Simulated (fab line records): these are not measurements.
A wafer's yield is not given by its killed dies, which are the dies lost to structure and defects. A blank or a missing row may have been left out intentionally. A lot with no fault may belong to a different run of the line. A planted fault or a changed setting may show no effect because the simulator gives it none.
Which of the tools did it?    flow rit-cmos    Sampling: 14 lots, 42 wafers, 3 of 202 route steps

WHAT THE GAUGES READ, wafer by wafer
RIT_PLDD_TW_MEAS_10.
lot   measured     on             PLDD_TW
L718  day 3 06:15  film-metro-03  2365 2364 2384
L719  day 3 06:30  film-metro-04  2336 2343 2328
L720  day 3 08:14  film-metro-04  2340 2334 2335
L721  day 3 19:19  film-metro-04  2337 2333 2339
L722  day 3 21:15  film-metro-04  2338 2340 2343
L723  day 4 02:35  film-metro-02  2355 2358 2361
L724  day 4 09:08  film-metro-02  2350 2370 2363
L726  day 4 14:33  film-metro-02  2356 2367 2345
L729  day 5 03:45  film-metro-04  2342 2336 2333
L733  day 6 11:46  film-metro-04  2715 2713 2741
L735  day 7 02:17  film-metro-02  2745 2759 2736
L739  day 7 22:53  film-metro-03  2368 2375 2361
L740  day 8 06:55  film-metro-02  2335 2338 2339
L741  day 8 13:49  film-metro-04  2335 2333 2325

RIT_SDANNEAL_RS_MEAS_06: measurement is done with a four-point probe.
lot   measured     on             PLDD_RS (ohm/sq)
L718  day 3 12:48  film-metro-02  179.1 178.5 178.4
L719  day 3 13:20  film-metro-04  179.2 179.4 179.6
L720  day 3 15:08  film-metro-02  178.6 178.6 178.7
L721  day 4 01:52  film-metro-04  178.4 177.8 177.5
L722  day 4 03:29  film-metro-03  178.8 179.7 178.8
L723  day 4 08:46  film-metro-04  178.6 178.8 178.5
L724  day 4 15:30  film-metro-02  178.7 178.5 178.8
L726  day 4 20:40  film-metro-04  178.0 178.7 178.1
L729  day 5 10:30  film-metro-04  178.9 178.6 178.3
L733  day 6 20:37  film-metro-02  151.3 151.5 152.3
L735  day 7 08:38  film-metro-02  152.8 152.1 152.2
L739  day 8 05:02  film-metro-03  178.8 179.5 179.1
L740  day 8 13:46  film-metro-03  179.0 179.1 178.9
L741  day 8 20:04  film-metro-04  177.9 178.2 178.1

WHAT TOOL EACH LOT RAN ON (gives the tool, then ch and the chambers of the sampled wafers, and finally the start)
lot   RIT_PLDD_IMPLANT_08
L718  implanter-02 ch 0, day 3 05:55
L719  implanter-01 ch 0, day 3 06:11
L720  implanter-02 ch 0, day 3 07:56
L721  implanter-02 ch 0, day 3 19:01
L722  implanter-04 ch 0, day 3 20:55
L723  implanter-04 ch 0, day 4 02:16
L724  implanter-01 ch 0, day 4 08:50
L726  implanter-02 ch 0, day 4 14:14
L729  implanter-04 ch 0, day 5 03:26
L733  implanter-01 ch 0, day 6 11:08
L735  implanter-04 ch 0, day 7 01:41
L739  implanter-02 ch 0, day 7 22:35
L740  implanter-01 ch 0, day 8 06:36
L741  implanter-04 ch 0, day 8 13:30
- RIT_PLDD_IMPLANT_08

AS READ BY THE TOOLS THEMSELVES (means over the sampled wafers that have a number; for cases with no such wafer, the mark the record gives instead)
RIT_PLDD_IMPLANT_08.
lot   tool          dose-ions-cm2  tilt-deg (degrees)
L718  implanter-02  8.999e+14      6.988
L719  implanter-01  9.004e+14      7.012
L720  implanter-02  9.000e+14      7.021
L721  implanter-02  9.003e+14      6.983
L722  implanter-04  9.000e+14      7.037
L723  implanter-04  9.003e+14      7.000
L724  implanter-01  9.000e+14      6.994
L726  implanter-02  8.999e+14      6.993
L729  implanter-04  9.002e+14      7.041
L733  implanter-01  9.000e+14      6.994
L735  implanter-04  9.002e+14      7.010
L739  implanter-02  8.992e+14      6.977
L740  implanter-01  8.997e+14      6.989
L741  implanter-04  9.005e+14      6.991

THE ANSWER, worked out from the rows above alone
Rule: what is usual is taken from the lots themselves. The widest of any qualifying gaps counts: lots, ordered by their means at a reading, are off when they make up no more than a third of the lots, leave a main group of 4 or more, and stand apart from it by 3 or more times the standard deviation of that group's means. A main group whose means are all the same, to the digits that the tables above print for the reading, isn't used. A lot without any number at a reading at which 4 lots or more have one is off too. Any other lot the step has rows for is counted as sound. After the gauges, taken in route order, come the tools' own readings; for these a lot's mean is taken, as printed above. At the first step where some lot is off, the reading lying furthest off is the one used; lots without a number count as furthest.
Off: L733, L735, at RIT_PLDD_TW_MEAS_10 (PLDD_TW). Main group: mean 2347, sd 14.
If a tool, at a process step before that reading, ran all the lots that are off and no sound lot after the first of them, it fits. Gauges at RIT_PLDD_TW_MEAS_10: tried the same way as those tools. No candidate that was tried fits.

WHAT WAS PUT IN BY THE SIMULATOR
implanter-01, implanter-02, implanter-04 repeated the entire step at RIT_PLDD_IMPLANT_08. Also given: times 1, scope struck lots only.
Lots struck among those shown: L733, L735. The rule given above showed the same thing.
